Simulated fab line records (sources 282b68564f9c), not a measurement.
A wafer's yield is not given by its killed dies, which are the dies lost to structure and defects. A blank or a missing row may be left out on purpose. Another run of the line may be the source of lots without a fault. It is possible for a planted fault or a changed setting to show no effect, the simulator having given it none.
A lot that was struck, set against a sound lot ; flow rit cmos ; 22 steps out of a route of 202
Sound: wafers L462.1, L462.3, L462.6. The struck wafers were L468.3, L468.4, L468.5. The cause comes at the end.
For every step that has rows: the tool of each side, followed by ch and its chambers, followed by its first start. Under that, the readings that differ: sound wafers ; struck wafers ; difference of the means ; sigmas: that difference in standard deviations of wafers without a fault.
alike: words and numbers the same on both sides, and readings whose means are apart by under 2 such deviations; not compared: readings that were withheld, readings missing a value for some wafer, numbers with overlapping values and no deviation given by the record, and bounds like >300 which may hide the same value.
Wherever a step has rows on one side only, a row that says differs or no value, or a row with sigmas, the two part there. Numbers that don't overlap but have no deviation are shown without sigmas and don't part them. A reading missing from all wafers of one side parts the sides only when that side holds two or more wafers.

first, 6 steps without rows for these wafers: RIT_PSD_HMDS_00 (prime time 60 s); RIT_PSD_COAT_01 (resist thk 1000 nm); RIT_PSD_SOFTBAKE_02 (time 60 s); RIT_PSD_EXPOSE_03 (exposes mask M10, target cd 40900 nm); RIT_PSD_PEB_04; RIT_PSD_DEVELOP_05 (develop time 50 s).
RIT_PSD_OVL_MEAS_06:
  sound: overlay-01 at day 4 21:49; struck: overlay-01 at day 6 04:34
  alike: PSD_OVL
then, 2 steps without rows for these wafers: RIT_PSD_HARDBAKE_07 (time 60 s); RIT_PSD_IMPLANT_08.
RIT_PSD_STRIP_09: strips in O2, time 180 s.
  sound on plasma asher-03 ch 0,1, day 4 22:09; struck on plasma asher-03 ch 0,1, day 6 05:20
  alike: drypump motor current A
  not compared: rf hours counter h
RIT_PSD_TW_MEAS_10:
  sound: film metro-02 at day 4 22:20; struck: film metro-02 at day 6 05:29
  alike: PSD_TW
then, 1 step without rows for these wafers: RIT_SDANNEAL_CLEAN_00 (cleans in SC1, time 600 s).
RIT_SDANNEAL_CLEAN_01: cleans in dHF, time 30 s.
  sound on wet bench-02 ch 2, day 4 22:34; struck on wet bench-03 ch 2, day 6 05:43
reading;sound;struck;difference;sigmas
run length s (s);60.4 60.4 60.4;180.8 180.8 180.8;+120.4;+45
model.SiO2_of_FOX2_OXIDATION_00.thk nm (nm);156.9 158.3 155.2;114.4 115.4 110.4;-43.4;
then, 1 step without rows for these wafers: RIT_SDANNEAL_CLEAN_02 (cleans in SC2, time 600 s).
RIT_SDANNEAL_RTA_03: time 5 s.
  sound on rtp anneal-01 ch 0, day 4 22:46; struck on rtp anneal-01 ch 0, day 6 05:56
  alike: wafer_temp_C_max
RIT_SDANNEAL_RS_MEAS_04: measurement is done with a four-point probe.
  sound: film metro-03 at day 4 22:49; struck: film metro-03 at day 6 06:01
  alike: PSD_RS
RIT_SDANNEAL_RS_MEAS_05: measurement is done with a four-point probe.
  sound: film metro-03 at day 4 22:56; struck: film metro-03 at day 6 06:08
  alike: NSD_RS
RIT_SDANNEAL_RS_MEAS_06: measurement is done with a four-point probe.
  sound: film metro-03 at day 4 23:03; struck: film metro-03 at day 6 06:16
  alike: PLDD_RS
RIT_SDANNEAL_RS_MEAS_07: measurement is done with a four-point probe.
  sound: film metro-03 at day 4 23:10; struck: film metro-03 at day 6 06:23
  alike: NLDD_RS
RIT_SILICIDE_WET_ETCH_00: etches SiO2 in BOE, target depth 14 nm, time 15 s.
  sound on wet bench-01 ch 3, day 4 23:17; struck on wet bench-01 ch 2, day 6 06:28
reading;sound;struck;difference;sigmas
model.SiO2_of_FOX2_OXIDATION_00.thk nm (nm);141.4 142.8 139.7;98.89 99.8 94.83;-43.46;
RIT_SILICIDE_SPUTTER_01: material Ti, target thk 30 nm, time 240 s.
  sound: pvd sputter-01 at day 4 23:19; struck: pvd sputter-01 at day 6 06:28
  alike: throttle valve pct
RIT_M1_PROBE_99:
  sound: prober-02 at day 5 06:10; struck: prober-01 at day 6 13:22
reading;sound;struck;difference;sigmas
model.etest.nplus sal.width nm (nm);3475 3478 3459;3531 3540 3536;+65;
model.etest.pplus sal.width nm (nm);3470 3476 3458;3517 3552 3541;+69;
model.etest.field p metal.vt v (V);-31.13 -31.12 -31.64;-26.31 -26.47 -26.87;+4.75;
model.etest.nplus sal.line ohm um;1.225 1.237 1.251;1.194 1.196 1.18;-0.048;
  alike: killed at front end, killed dies, killed open, killed short
  not compared: model.etest.pplus sal.line ohm um

== WHERE THEY PART ==
At RIT_SDANNEAL_CLEAN_01 and nowhere else, as far as this record goes. Later steps at which nothing parts them and some readings are alike: RIT_SDANNEAL_RTA_03, RIT_SDANNEAL_RS_MEAS_04, RIT_SDANNEAL_RS_MEAS_05, RIT_SDANNEAL_RS_MEAS_06, RIT_SDANNEAL_RS_MEAS_07, RIT_SILICIDE_SPUTTER_01, RIT_M1_PROBE_99.

WHY: the cause the simulator had injected
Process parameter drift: wet bench-03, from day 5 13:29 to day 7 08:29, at RIT_SDANNEAL_CLEAN_01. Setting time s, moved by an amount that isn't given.
